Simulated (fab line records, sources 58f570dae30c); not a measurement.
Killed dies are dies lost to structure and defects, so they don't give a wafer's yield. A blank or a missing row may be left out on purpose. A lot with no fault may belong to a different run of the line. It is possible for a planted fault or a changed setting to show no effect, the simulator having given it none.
Split-lot study	flow berkeley-cmos170	5 lots, 23 wafers read, on a route of 331 steps

== SPLIT DETAILS ==
At UCB170_SILICIDE_SPUTTER_01 (material Ti, target thk 30 nm, time 25 s), the setting time-s was moved away from the recipe's 25 s on 10 of the 23 wafers read, by -13.2% to +8.3%. This setting was run at the recipe's value on the other wafers.

== SPLIT TO READING: what lies between them in the file, 1 step ==
- UCB170_SILICIDE_RS_MEAS_02: measures by four-point-probe

== THE READING ==
SILICIDE_TI_THK, in nm, at UCB170_SILICIDE_THK_MEAS_03 (measures by xrf). A value of 29.96 nm with a standard deviation of 0.23 nm is what fault-free wafers of this fab line usually give.

wafer	tool, chamber at the split	time-s as run, s	against the recipe	SILICIDE_TI_THK, nm	against lot-mates on the recipe
L075.1	pvd-sputter-03, -	25	recipe	29.66	-
L075.2	pvd-sputter-03, -	23.28	-6.9%	27.76	-2.05
L075.3	pvd-sputter-03, -	23.28	-6.9%	27.64	-2.17
L075.5	pvd-sputter-03, -	25	recipe	29.97	-
L075.6	pvd-sputter-03, -	23.28	-6.9%	27.52	-2.29
L079.1	pvd-sputter-03, -	25	recipe	29.51	-
L079.2	pvd-sputter-03, -	27.07	+8.3%	32.14	+2.26
L079.3	pvd-sputter-03, -	25	recipe	30.39	-
L079.5	pvd-sputter-03, -	27.07	+8.3%	32.30	+2.42
L079.6	pvd-sputter-03, -	25	recipe	29.73	-
L080.1	pvd-sputter-04, -	25	recipe	30.11	-
L080.3	pvd-sputter-04, -	25	recipe	29.83	-
L080.4	pvd-sputter-04, -	25	recipe	30.01	-
L080.5	pvd-sputter-04, -	22.25	-11.0%	26.45	-3.53
L080.6	pvd-sputter-04, -	22.25	-11.0%	26.63	-3.35
L082.2	pvd-sputter-04, -	25	recipe	30.03	-
L082.3	pvd-sputter-04, -	25	recipe	29.82	-
L082.6	pvd-sputter-04, -	25	recipe	30.08	-
L085.1	pvd-sputter-03, -	21.7	-13.2%	26.00	-3.78
L085.2	pvd-sputter-03, -	25	recipe	29.98	-
L085.3	pvd-sputter-03, -	21.7	-13.2%	26.42	-3.36
L085.4	pvd-sputter-03, -	25	recipe	29.58	-
L085.5	pvd-sputter-03, -	21.7	-13.2%	25.69	-4.09

THE FIT
A straight line over all 23 wafers: SILICIDE_TI_THK changes by +0.296 nm for each +1% of time-s; r = +0.99; the points scatter about the line by 0.24 nm.
The same after taking each lot's own level away (the mean of its wafers on the recipe; 23 wafers): +0.293 nm for each +1%; r = +0.99; scatter 0.24 nm.
The reading moves by 3.9 nm for the largest change in time-s, on that fit.
Across the lots, their own levels run from 29.780 to 29.983 nm, a range of 0.9 times the standard deviation given above.
The two slopes are in agreement: the lot-to-lot level therefore moves the slope only a little.
Check: with one of the wafers moved furthest among these (-13.2%) left out of the fit, the line predicts -3.92 nm for it against its lot-mates. It came out at -3.78 nm against them.

== FURTHER SPLITS ON THESE WAFERS ==
Other splits were also applied to these wafers ahead of the reading. Each is held against what the fit with the lots' levels taken away leaves over:
other split on the same wafers	wafers away from the commonest value	r with SILICIDE_TI_THK (lot level and that fit taken away)
UCB170_PLDD_PEB_04 peb-temp-c	10	+0.00
UCB170_NLDD_IMPLANT_08 energy-kev	8	-0.15
UCB170_NSD_PEB_04 peb-temp-c	4	-0.16
UCB170_NSD_IMPLANT_08 dose-cm2	7	-0.34

== THE WHOLE CHAIN: every reading that the file lists as answering this split, in the file's order ==
step	what it does	reading	change (the file's fit)	r (the file's)
UCB170_SILICIDE_SPUTTER_01	material Ti, target thk 30 nm, time 25 s	Ti_of_SILICIDE_SPUTTER_01.thk-nm (the simulator's own value, which no gauge read)	+0.294 nm for each +1% of the setting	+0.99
UCB170_SILICIDE_RS_MEAS_02	measures by four-point-probe	SILICIDE_TI_RS	-0.337 for each +1% of the setting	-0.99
UCB170_SILICIDE_THK_MEAS_03	measures by xrf	SILICIDE_TI_THK	+0.296 for each +1% of the setting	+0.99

== FILE'S OWN FIT ==
SILICIDE_TI_THK changes by +0.296 nm for each +1% of time-s, r = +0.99.
